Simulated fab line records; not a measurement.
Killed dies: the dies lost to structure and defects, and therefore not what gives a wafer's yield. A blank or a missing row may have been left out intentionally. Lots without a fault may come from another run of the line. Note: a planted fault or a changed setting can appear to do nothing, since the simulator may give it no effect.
Split-lot experiment	flow berkeley-cmos170	23 wafers read from 5 lots, route of 331 steps

THE SPLIT
At UCB170_NSD_COAT_01 (resist thk 900 nm), the setting resist-thk-nm was moved away from the recipe's 900 nm on 4 of the 23 wafers read, by -4.6% to -3.4%. For the rest of the wafers, this setting stayed at what the recipe calls for.

Reading taken at the split's own step.

THE READING
KrF_of_NSD_COAT_01.thk-nm (the simulator's own value, which no gauge read), in nm, at UCB170_NSD_COAT_01 (resist thk 900 nm). There is no usual value for it anywhere in the file. Here, 19 wafers ran the recipe; their average is 901.6 nm with a standard deviation of 1.4 nm.

wafer	tool, chamber at the split	resist-thk-nm as run, nm	against the recipe	KrF_of_NSD_COAT_01.thk-nm, nm	against lot-mates on the recipe
L080.1	litho-track-02, 0	900	recipe	901.8	-
L080.2	litho-track-02, 0	869.2	-3.4%	874	-28.0
L080.3	litho-track-02, 0	900	recipe	901	-
L080.5	litho-track-02, 0	900	recipe	903.1	-
L080.6	litho-track-02, 0	869.2	-3.4%	872.9	-29.1
L078.1	litho-track-02, 0	900	recipe	901	-
L078.2	litho-track-02, 0	858.9	-4.6%	858.1	-42.9
L078.4	litho-track-02, 0	900	recipe	898.5	-
L078.5	litho-track-02, 0	900	recipe	903.4	-
L078.6	litho-track-02, 0	858.9	-4.6%	859.7	-41.3
L077.1	litho-track-02, 0	900	recipe	901.3	-
L077.3	litho-track-02, 0	900	recipe	900.9	-
L077.4	litho-track-02, 0	900	recipe	900.4	-
L077.5	litho-track-02, 0	900	recipe	899.3	-
L077.6	litho-track-02, 0	900	recipe	903.4	-
L082.1	litho-track-03, 0	900	recipe	899.9	-
L082.3	litho-track-03, 0	900	recipe	902.7	-
L082.4	litho-track-03, 0	900	recipe	903.1	-
L082.5	litho-track-03, 0	900	recipe	902.4	-
L082.6	litho-track-03, 0	900	recipe	902.3	-
L085.1	litho-track-03, 0	900	recipe	900.9	-
L085.3	litho-track-03, 0	900	recipe	903	-
L085.5	litho-track-03, 0	900	recipe	902.1	-

THE FIT
A straight line over all 23 wafers: KrF_of_NSD_COAT_01.thk-nm changes by +8.96 nm for each +1% of resist-thk-nm; r = +0.99; the points scatter about the line by 1.7 nm.
The same after taking each lot's own level away (the mean of its wafers on the recipe; 23 wafers): +8.91 nm for each +1%; r = +0.99; scatter 1.5 nm.
Per that fit: largest resist-thk-nm move, reading shift of 41 nm.
Measured against the standard deviation above, the lots' own levels, which go from 900.97 to 902.08 nm, span 0.8 times it.
The two slopes agree, so the slope changes little with the lot-to-lot level.
Check: -39.6 nm against its lot-mates is what the line predicts for one of the wafers moved furthest among these (-4.6%) when that wafer is left out of the fit. Against them it came out at -42.9 nm.

OTHER SPLITS APPLIED TO THESE WAFERS
These wafers also went through other splits before the reading. Each is held against what the fit with the lots' levels taken away leaves over:
other split on the same wafers	wafers away from the commonest value	r with KrF_of_NSD_COAT_01.thk-nm (lot level and that fit taken away)
UCB170_PSD_IMPLANT_08 dose-cm2	5	-0.09

THE WHOLE CHAIN: every reading that the file lists as answering this split, in the file's order
step	what it does	reading	change (the file's fit)	r (the file's)
UCB170_NSD_COAT_01	resist thk 900 nm	KrF_of_NSD_COAT_01.thk-nm (the simulator's own value, which no gauge read)	+8.89 nm for each +1% of the setting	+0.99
UCB170_NSD_STRIP_09	strips in O2	strip-time-to-endpoint-s	withheld for each +1% of the setting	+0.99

FILE'S OWN FIT
KrF_of_NSD_COAT_01.thk-nm changes by +8.89 nm for each +1% of resist-thk-nm, r = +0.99.
